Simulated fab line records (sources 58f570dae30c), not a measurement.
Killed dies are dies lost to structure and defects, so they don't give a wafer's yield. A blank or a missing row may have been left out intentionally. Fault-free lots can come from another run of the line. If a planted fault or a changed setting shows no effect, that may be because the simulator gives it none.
fab line records    flow berkeley_cmos170
record lots=14  wafers=42  last_day=12
route steps=331 shown START@4 ZERO@13 PWELL@39 SCREENOX@102
lots that met no fault: from a run of the same line without faults
start_h: start of the lot's first displayed wafer, in hours after the record's first day    wait_h: hours from the lot's prior step to this one    " same as the row above    L1.1+2: one row covering several wafers at once    - no value present, or no start provided    * or withheld: withheld    < > ~ a bound
route shown NAME@n: a module of which the file shows steps, and the number in the route of the first    usual: mean/standard deviation of fault-free wafers    same: alike in all rows    chamber/n: place in a boat    sites: per-site readings    _std_site: the values' standard deviation    _edge_site: the outer-site mean with the inner-site mean subtracted    radius_mm: for every site, how far away it sits from the centre of the wafer    mask NAME#n: copy n    behind: the tool/chamber that last shaped the wafer    hold: why the lot was held/for how many hours/how that ended    device: names the non-switching transistor (n, p or np)    end of line: the tests these same wafers got at the end of their route    a step with no rows: only its recipe    killed: dies lost to structure and defects at the first sort, not the wafer's yield    map: dies across one wafer; x = killed, . = not, _ = none there
set.NAME: the setting the step ran with; set.NAME@STEP: the setting that earlier step ran with    model.NAME: the simulator's own value behind a step, which no gauge read
route steps across a sampled set of lots; one table per step, one row per wafer
services: from which hour (start_h, from the record's first day; less than 0 if before it) a tool's chamber was out of use, for how many hours, and why
## steps
# step UCB170_START_THK_MEAS_03
# recipe reads=SiO2_of_START_OXIDATION_02
# usual START_OXIDE_THK=20.6/0.34
lot.wafer  tool           chamber  start_h  wait_h  START_OXIDE_THK[nm]
L705.1     film_metro-01  -        16.44    0.0     20.4
L705.2     "              -        "        "       20.1
L705.5     "              -        "        "       20.4
L707.1     film_metro-02  -        23.51    0.0     20.5
L707.3     "              -        "        "       20.8
L707.6     "              -        "        "       20.4
L709.1     film_metro-02  -        33.38    0.0     20.5
L709.2     "              -        "        "       20.6
L709.3     "              -        "        "       20.7
L710.1     film_metro-01  -        38.04    0.0     20.6
L710.4     "              -        "        "       20.5
L710.5     "              -        "        "       20.9
L711.3     film_metro-02  -        43.63    0.0     20.6
L711.5     "              -        "        "       20.8
L711.6     "              -        "        "       20.6
L718.3     film_metro-02  -        77.22    0.0     20.5
L718.4     "              -        "        "       20.7
L718.5     "              -        "        "       20.9
L721.2     film_metro-01  -        91.85    0.0     20.3
L721.3     "              -        "        "       20.1
L721.4     "              -        "        "       20.4
L720.4     film_metro-03  -        91.87    0.0     20.9
L720.5     "              -        "        "       20.9
L720.6     "              -        "        "       20.7
L723.4     film_metro-03  -        101.83   0.0     20.6
L723.5     "              -        "        "       20.7
L723.6     "              -        "        "       20.5
L724.3     film_metro-03  -        109.46   0.0     21.0
L724.4     "              -        "        "       20.9
L724.5     "              -        "        "       20.7
L725.2     film_metro-02  -        114.05   0.0     20.5
L725.3     "              -        "        "       20.4
L725.5     "              -        "        "       20.6
L726.1     film_metro-03  -        120.16   0.0     20.8
L726.5     "              -        "        "       20.5
L726.6     "              -        "        "       20.3
L727.4     film_metro-02  -        123.03   0.0     20.9
L727.5     "              -        "        "       20.5
L727.6     "              -        "        "       20.4
L728.1     film_metro-02  -        128.18   0.0     20.8
L728.4     "              -        "        "       20.5
L728.5     "              -        "        "       21.0
# step UCB170_ZERO_STRIP_07
# recipe chemistry=O2  power_w=400  pressure_mtorr=3500  platen_temp_c=withheld  o2_flow_sccm=400  overash_fraction=0.5
# usual drypump_motor_current_A=5.9/0.62  oes_product_au=0.727/0.0043  strip_time_to_endpoint_s=21.49/0.065
lot.wafer  tool             chamber  start_h  wait_h  drypump_motor_current_A  oes_product_au  rf_hours_counter_h  strip_time_to_endpoint_s
L705.1     plasma_asher-01  0        20.87    0.0     5.0                      0.732           30                  21.41
L705.2     "                1        "        "       5.8                      0.730           30                  21.34
L705.5     "                0        "        "       5.0                      0.729           -                   21.46
L707.1     plasma_asher-04  0        27.29    0.0     5.2                      0.724           25                  21.48
L707.3     "                0        "        "       5.1                      0.732           -                   21.45
L707.6     "                1        "        "       5.5                      0.730           -                   21.43
L709.1     plasma_asher-04  0        37.43    0.0     5.2                      0.728           26                  21.44
L709.2     "                1        "        "       5.5                      0.722           26                  21.40
L709.3     "                0        "        "       5.2                      0.729           -                   21.45
L710.1     plasma_asher-02  1        44.58    0.0     6.6                      0.728           34                  21.43
L710.4     "                1        "        "       6.6                      0.725           -                   21.48
L710.5     "                0        "        "       6.5                      0.728           -                   21.54
L711.3     plasma_asher-01  0        47.50    0.0     5.0                      0.726           -                   21.42
L711.5     "                0        "        "       5.0                      0.723           -                   21.45
L711.6     "                1        "        "       5.8                      0.729           -                   21.47
L718.3     plasma_asher-04  1        81.99    0.0     5.5                      0.731           -                   21.49
L718.4     "                0        "        "       5.1                      0.726           -                   21.48
L718.5     "                1        "        "       5.5                      0.727           -                   21.48
L720.4     plasma_asher-02  0        94.98    0.0     6.5                      0.727           -                   21.52
L720.5     "                0        "        "       6.5                      0.729           -                   21.57
L720.6     "                1        "        "       6.6                      0.727           -                   21.56
L721.2     plasma_asher-04  1        95.19    0.0     5.5                      0.730           34                  21.60
L721.3     "                1        "        "       5.6                      0.725           -                   21.47
L721.4     "                0        "        "       5.1                      0.733           -                   21.53
L723.4     plasma_asher-04  0        104.63   0.0     5.2                      0.729           -                   21.45
L723.5     "                1        "        "       5.5                      0.727           -                   21.48
L723.6     "                0        "        "       5.2                      0.727           -                   21.56
L724.3     plasma_asher-02  0        113.44   0.0     6.5                      0.728           -                   21.45
L724.4     "                1        "        "       6.6                      0.730           -                   21.47
L724.5     "                1        "        "       6.6                      0.724           -                   21.43
L725.2     plasma_asher-04  0        119.48   0.0     5.1                      0.720           37                  21.53
L725.3     "                0        "        "       5.1                      0.726           -                   21.53
L725.5     "                1        "        "       5.5                      0.729           -                   21.47
L726.1     plasma_asher-02  0        124.45   0.0     6.5                      0.731           45                  21.50
L726.5     "                0        "        "       6.5                      0.723           -                   21.51
L726.6     "                1        "        "       6.6                      0.726           -                   21.66
L727.4     plasma_asher-02  1        127.29   0.0     6.6                      0.731           -                   21.42
L727.5     "                1        "        "       6.6                      0.722           -                   21.33
L727.6     "                0        "        "       6.5                      0.723           -                   21.36
L728.1     plasma_asher-01  1        132.42   0.0     5.8                      0.724           39                  21.49
L728.4     "                0        "        "       5.0                      0.718           -                   21.61
L728.5     "                0        "        "       5.0                      0.730           -                   21.55
# step UCB170_PWELL_CVD_05
# recipe material=Si3N4  target_thk_nm=220  temp_c=800  precursor=SiH2Cl2/NH3  time_s=3300  pressure_mtorr=200  sih2cl2_flow_sccm=25  nh3_flow_sccm=75
# usual pressure_mtorr=200.0/0.36  zone_power_centre_pct=39/3.8
lot.wafer  tool      chamber  start_h  wait_h  pressure_mtorr  zone_power_centre_pct
L705.1     lpcvd-02  1        47.37    0.0     199.5           41
L705.2     "         1        "        "       199.5           41
L705.5     "         1        "        "       199.6           41
L707.1     lpcvd-01  0        50.38    0.0     199.9           42
L707.3     "         0        "        "       199.7           42
L707.6     "         0        "        "       199.3           43
L709.1     lpcvd-01  0        64.16    0.0     200.3           43
L709.2     "         0        "        "       199.9           43
L709.3     "         0        "        "       199.7           42
L710.1     lpcvd-02  1        72.76    0.0     199.6           41
L710.4     "         1        "        "       199.6           41
L710.5     "         1        "        "       199.7           41
L710.1     lpcvd-02  1        76.59    1.9     200.0           41
L710.4     "         1        "        "       200.2           41
L710.5     "         1        "        "       200.8           41
L711.3     lpcvd-02  1        72.76    0.0     200.0           41
L711.5     "         1        "        "       199.5           41
L711.6     "         1        "        "       199.6           42
L718.3     lpcvd-02  1        115.09   0.2     200.0           41
L718.4     "         1        "        "       199.9           40
L718.5     "         1        "        "       200.2           42
L718.3     lpcvd-02  1        118.84   1.8     200.1           41
L718.4     "         1        "        "       199.9           41
L718.5     "         1        "        "       199.7           41
L720.4     lpcvd-02  1        115.09   0.2     200.3           41
L720.5     "         1        "        "       199.7           41
L720.6     "         1        "        "       199.6           41
L721.2     lpcvd-02  0        115.09   0.2     200.3           34
L721.3     "         0        "        "       200.0           33
L721.4     "         0        "        "       200.7           33
L723.4     lpcvd-02  0        136.20   0.3     200.0           33
L723.5     "         0        "        "       200.5           33
L723.6     "         0        "        "       199.9           33
L724.3     lpcvd-02  0        136.20   0.3     200.7           33
L724.4     "         0        "        "       200.3           33
L724.5     "         0        "        "       200.0           33
L725.2     lpcvd-02  1        141.34   0.0     199.6           41
L725.3     "         1        "        "       199.2           40
L725.5     "         1        "        "       200.0           40
L727.4     lpcvd-01  1        151.38   0.0     199.9           39
L727.5     "         1        "        "       199.7           39
L727.6     "         1        "        "       199.8           40
L726.1     lpcvd-01  1        158.73   1.1     200.5           40
L726.5     "         1        "        "       200.2           40
L726.6     "         1        "        "       200.3           40
L728.1     lpcvd-01  0        158.73   1.1     200.6           43
L728.4     "         0        "        "       199.9           43
L728.5     "         0        "        "       200.0           42
# step UCB170_PWELL_THK_MEAS_06
# recipe reads=Si3N4_of_PWELL_CVD_05
# usual PWELL_NITRIDE_THK=220.3/1.6
lot.wafer  tool           chamber  start_h  wait_h  PWELL_NITRIDE_THK[nm]
L705.1     film_metro-02  -        49.44    0.2     221.0
L705.2     "              -        "        "       219.6
L705.5     "              -        "        "       222.2
L707.1     film_metro-03  -        52.29    0.0     221.5
L707.3     "              -        "        "       221.5
L707.6     "              -        "        "       219.8
L709.1     film_metro-04  -        66.07    0.0     220.6
L709.2     "              -        "        "       220.3
L709.3     "              -        "        "       220.4
L711.3     film_metro-02  -        74.69    0.0     219.2
L711.5     "              -        "        "       220.8
L711.6     "              -        "        "       219.9
L710.1     film_metro-04  -        78.54    0.0     445.0
L710.4     "              -        "        "       441.9
L710.5     "              -        "        "       444.5
L721.2     film_metro-02  -        117.02   0.0     219.2
L721.3     "              -        "        "       221.1
L721.4     "              -        "        "       220.0
L720.4     film_metro-04  -        117.04   0.0     222.2
L720.5     "              -        "        "       223.9
L720.6     "              -        "        "       225.1
L718.3     film_metro-03  -        120.83   0.1     444.6
L718.4     "              -        "        "       445.1
L718.5     "              -        "        "       447.5
L724.3     film_metro-03  -        138.13   0.0     220.5
L724.4     "              -        "        "       221.0
L724.5     "              -        "        "       220.9
L723.4     film_metro-02  -        138.14   0.0     218.8
L723.5     "              -        "        "       219.0
L723.6     "              -        "        "       219.1
L725.2     film_metro-04  -        143.27   0.0     218.2
L725.3     "              -        "        "       219.1
L725.5     "              -        "        "       218.3
L727.4     film_metro-02  -        155.72   0.0     221.1
L727.5     "              -        "        "       220.8
L727.6     "              -        "        "       220.5
L726.1     film_metro-02  -        160.65   0.0     220.1
L726.5     "              -        "        "       220.7
L726.6     "              -        "        "       219.2
L728.1     film_metro-04  -        160.65   0.0     218.5
L728.4     "              -        "        "       216.4
L728.5     "              -        "        "       218.9
# step UCB170_PWELL_ETCH_14
# recipe chemistry=CH3F/Ar/O2  target=Si3N4  stop_on=SiO2  CH3F_flow_sccm=20  Ar_flow_sccm=50  O2_flow_sccm=7  pressure_mtorr=50  rf_w=450  target_depth_a=2420  over_etch_frac=0.1  time_s=151
# usual CH3F_flow_sccm=20.00/0.062  drypump_motor_current_A=5.8/0.44  oes_product_au=0.946/0.014  throttle_valve_pct=8.11/0.12
lot.wafer  tool         chamber  start_h  wait_h  CH3F_flow_sccm  drypump_motor_current_A  oes_product_au  rf_hours_counter_h  throttle_valve_pct
L705.1     rie_diel-01  3        50.77    0.0     19.93           6.0                      0.928           19                  7.96
L705.2     "            0        "        "       20.04           6.0                      0.974           60                  8.09
L705.5     "            2        "        "       19.95           6.4                      0.952           -                   8.30
L707.1     rie_diel-02  1        53.23    0.0     20.12           5.1                      0.959           94                  8.04
L707.3     "            3        "        "       19.89           6.2                      0.960           30                  8.14
L707.6     "            1        "        "       20.19           5.1                      0.953           -                   8.06
L709.1     rie_diel-01  3        67.22    0.0     19.95           6.0                      0.934           20                  7.97
L709.2     "            2        "        "       19.92           6.4                      0.943           60                  8.31
L709.3     "            0        "        "       20.03           5.9                      0.969           62                  8.10
L711.3     rie_diel-02  2        76.24    0.0     19.94           5.9                      0.945           43                  8.26
L711.5     "            3        "        "       19.97           6.2                      0.957           -                   8.13
L711.6     "            2        "        "       20.01           5.9                      0.949           -                   8.27
L710.1     rie_diel-04  1        79.62    0.0     19.91           6.1                      0.987           46                  8.15
L710.4     "            3        "        "       19.95           5.5                      0.991           2                   7.95
L710.5     "            2        "        "       19.98           5.2                      1.001           -                   8.27
L721.2     rie_diel-01  0        119.18   0.0     20.00           5.9                      0.974           64                  8.09
L721.3     "            3        "        "       19.96           6.0                      0.930           22                  7.99
L721.4     "            2        "        "       20.09           6.4                      0.937           62                  8.29
L720.4     rie_diel-02  3        119.27   0.1     19.95           6.2                      0.957           -                   8.14
L720.5     "            2        "        "       20.01           5.8                      0.960           -                   8.26
L720.6     "            1        "        "       20.08           5.1                      0.966           -                   8.06
L718.3     rie_diel-04  0        122.11   0.0     19.95           5.8                      0.980           149                 7.91
L718.4     "            1        "        "       20.03           6.1                      0.990           48                  8.15
L718.5     "            2        "        "       19.96           5.3                      1.000           -                   8.26
L724.3     rie_diel-04  0        139.23   0.0     20.08           5.9                      0.926           150                 7.94
L724.4     "            1        "        "       20.03           6.1                      0.932           49                  8.13
L724.5     "            3        "        "       19.98           5.5                      0.936           -                   7.94
L723.4     rie_diel-02  2        139.51   0.0     20.05           5.8                      0.943           46                  8.25
L723.5     "            1        "        "       20.01           5.1                      0.952           -                   8.05
L723.6     "            2        "        "       19.95           5.8                      0.951           -                   8.26
L725.2     rie_diel-01  3        144.32   0.0     20.02           6.0                      0.922           24                  7.97
L725.3     "            1        "        "       20.08           5.1                      0.955           84                  8.20
L725.5     "            3        "        "       20.02           6.0                      0.925           -                   7.97
L727.4     rie_diel-02  2        156.81   0.0     19.95           5.9                      0.957           47                  8.26
L727.5     "            1        "        "       19.95           5.1                      0.960           -                   8.04
L727.6     "            0        "        "       20.05           6.1                      0.950           -                   7.99
L726.1     rie_diel-02  3        161.78   0.0     19.98           6.2                      0.948           36                  8.14
L726.5     "            3        "        "       19.92           6.2                      0.948           -                   8.13
L726.6     "            0        "        "       20.10           6.1                      0.957           -                   7.99
L728.1     rie_diel-04  0        161.90   0.0     19.98           5.8                      0.924           151                 7.92
L728.4     "            1        "        "       19.92           6.1                      0.910           50                  8.12
L728.5     "            1        "        "       19.96           6.1                      0.927           -                   8.13
# step UCB170_SCREENOX_THK_MEAS_02
# recipe reads=SiO2_of_SCREENOX_OXIDATION_01
# usual SCREENOX_OXIDE_THK=14.32/0.24
lot.wafer  tool           chamber  start_h  wait_h  SCREENOX_OXIDE_THK[nm]
L705.1     film_metro-02  -        98.44    0.0     14.45
L705.2     "              -        "        "       14.34
L705.5     "              -        "        "       14.31
L707.1     film_metro-02  -        98.50    0.1     14.24
L707.3     "              -        "        "       14.38
L707.6     "              -        "        "       14.30
L709.1     film_metro-01  -        115.71   0.0     14.61
L709.2     "              -        "        "       14.42
L709.3     "              -        "        "       14.52
L711.3     film_metro-01  -        122.01   0.0     14.45
L711.5     "              -        "        "       14.39
L711.6     "              -        "        "       14.47
L721.2     film_metro-01  -        167.77   0.0     14.40
L721.3     "              -        "        "       14.35
L721.4     "              -        "        "       14.52
L720.4     film_metro-03  -        167.79   0.0     14.30
L720.5     "              -        "        "       14.09
L720.6     "              -        "        "       14.18
L724.3     film_metro-03  -        189.75   0.0     14.33
L724.4     "              -        "        "       14.17
L724.5     "              -        "        "       14.19
L725.2     film_metro-03  -        194.63   0.0     14.55
L725.3     "              -        "        "       14.49
L725.5     "              -        "        "       14.39
L723.4     film_metro-02  -        194.65   0.0     14.60
L723.5     "              -        "        "       14.76
L723.6     "              -        "        "       14.68
L726.1     film_metro-02  -        209.73   0.0     14.43
L726.5     "              -        "        "       14.47
L726.6     "              -        "        "       14.44
L727.4     film_metro-03  -        209.76   0.0     14.09
L727.5     "              -        "        "       14.21
L727.6     "              -        "        "       14.00
L728.1     film_metro-03  -        215.48   0.0     14.43
L728.4     "              -        "        "       14.07
L728.5     "              -        "        "       14.30
## services
tool             chamber  start_h  hours  kind
plasma_asher-01  -        -1.51    3.1    repair
rie_diel-01      0        2.67     12.7   repair
rie_diel-04      3        23.10    -      clean
rie_diel-04      3        23.10    17.6   scheduled_down
rie_diel-04      3        23.10    17.6   vent_cycle
lpcvd-02         -        31.97    14.6   pm
rie_diel-02      2        44.25    14.1   repair
rie_diel-04      0        50.41    1.8    repair
rie_diel-01      1        55.69    6.9    repair
plasma_asher-01  -        65.50    0.3    repair
plasma_asher-01  -        66.56    8.9    repair
lpcvd-01         -        73.91    2.8    repair
plasma_asher-01  -        75.80    23.4   repair
plasma_asher-01  -        90.60    0.9    repair
rie_diel-02      -        97.42    2.8    pm
rie_diel-01      1        104.10   9.0    repair
rie_diel-02      2        107.35   3.8    repair
rie_diel-02      0        116.62   10.8   repair
rie_diel-01      0        141.57   8.7    repair
plasma_asher-01  -        145.87   6.6    repair
lpcvd-02         -        149.93   1.2    repair
## key
first_sign step=UCB170_PWELL_CVD_05  reading=visit  direction=added
effect step=UCB170_PWELL_THK_MEAS_06  reading=PWELL_NITRIDE_THK  direction=up  sigmas=99+  usual=220.3  struck=444.8
effect step=UCB170_PWELL_ETCH_14  reading=oes_product_au  direction=up  sigmas=3.3  usual=0.946  struck=0.991
met_at UCB170_PWELL_CVD_05
struck_lots L710,L718
later_rows_left_out L710.1,L710.4,L710.5,L718.3,L718.4,L718.5
sort_left_out L710.1,L710.4,L710.5,L718.3,L718.4,L718.5
tester_left_out L710,L718
not_acting_at UCB170_START_THK_MEAS_03,UCB170_ZERO_STRIP_07,UCB170_SCREENOX_THK_MEAS_02
fault kind=repeated_step_whole  tool=lpcvd-01,lpcvd-02  chamber=-  onset_h=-  steps=UCB170_PWELL_CVD_05  times=1  scope=struck_lots_only
# tester_left_out: of these lots the tester's yield and bins aren't shown, on N5 and GAA mostly nor the transistor test; their killed dies are dies lost to structure and defects alone, not to doping, threshold or leakage, so they don't give the yield
# sort_left_out: the simulated sort isn't trusted on such a fault, so these wafers' sort isn't shown, and their yield isn't known
# later_rows_left_out: the simulator's readings of these wafers behind a module that went badly wrong aren't trusted and aren't shown, but for the sort
